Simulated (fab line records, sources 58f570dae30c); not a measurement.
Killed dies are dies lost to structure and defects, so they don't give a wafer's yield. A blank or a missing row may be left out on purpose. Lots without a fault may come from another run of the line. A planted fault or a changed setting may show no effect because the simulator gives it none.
Which tool did it? | flow berkeley_cmos170 | 7 lots, 19 wafers sampled, at 2 steps of a route of 331

WHAT THE GAUGES READ, wafer by wafer
UCB170_M1_RS_MEAS_01: measures by four-point-probe.
lot  | measured     | on            | M1_AL_RS (ohm/sq)
L583 | day 7 13:32  | film_metro-04 | 0.0468 0.0463 0.0466
L589 | day 8 10:42  | film_metro-02 | 0.0471 0.0476 0.0473
L592 | day 9 12:49  | film_metro-03 | 0.0469 0.0466 0.0465
L595 | day 9 20:11  | film_metro-02 | 0.0458 0.0469 0.0467
L596 | day 10 09:46 | film_metro-03 | 0.1312 0.1315
L599 | day 10 09:10 | film_metro-03 | 0.0468 0.0467 0.0470
L600 | day 11 03:21 | film_metro-02 | 0.0469 0.0466 0.0470

WHICH TOOL RAN EACH LOT (tool, then ch and the chambers of the sampled wafers, then the start)
lot  | UCB170_M1_SPUTTER_00
L583 | pvd_sputter-04, day 7 13:28
L589 | pvd_sputter-01, day 8 10:38
L592 | pvd_sputter-03, day 9 12:44
L595 | pvd_sputter-04, day 9 20:07
L596 | pvd_sputter-04, day 10 09:40
L599 | pvd_sputter-03, day 10 09:07
L600 | pvd_sputter-03, day 11 03:16
- UCB170_M1_SPUTTER_00: material Al, target thk 600 nm, time 80 s.

THE ANSWER, worked out from the rows above alone
Rule: what is usual is taken from the lots themselves. Put in order of their means at a reading, lots are off if they are a third of the lots or fewer, leave a main group of 4 or more, and stand apart from it by a gap of 3 or more times the standard deviation of the main group's means; of several such gaps the widest counts. A main group whose means are all the same, to the digits that the tables above print for the reading, isn't used. A lot without any number at a reading at which 4 lots or more have one is off too. The other lots that the step has rows for count as sound.
Off: L596, at UCB170_M1_RS_MEAS_01 (M1_AL_RS). The main group: mean 0.0468 ohm/sq, standard deviation 0.00028.
A tool fits if, at a process step before that reading, it ran every lot that is off, and no sound lot after the first of them. The gauges at UCB170_M1_RS_MEAS_01 are tried like those tools. Can't be told from this: 2 tools fit, pvd_sputter-04 at UCB170_M1_SPUTTER_00, film_metro-03 at UCB170_M1_RS_MEAS_01.

WHAT THE SIMULATOR HAD PUT IN
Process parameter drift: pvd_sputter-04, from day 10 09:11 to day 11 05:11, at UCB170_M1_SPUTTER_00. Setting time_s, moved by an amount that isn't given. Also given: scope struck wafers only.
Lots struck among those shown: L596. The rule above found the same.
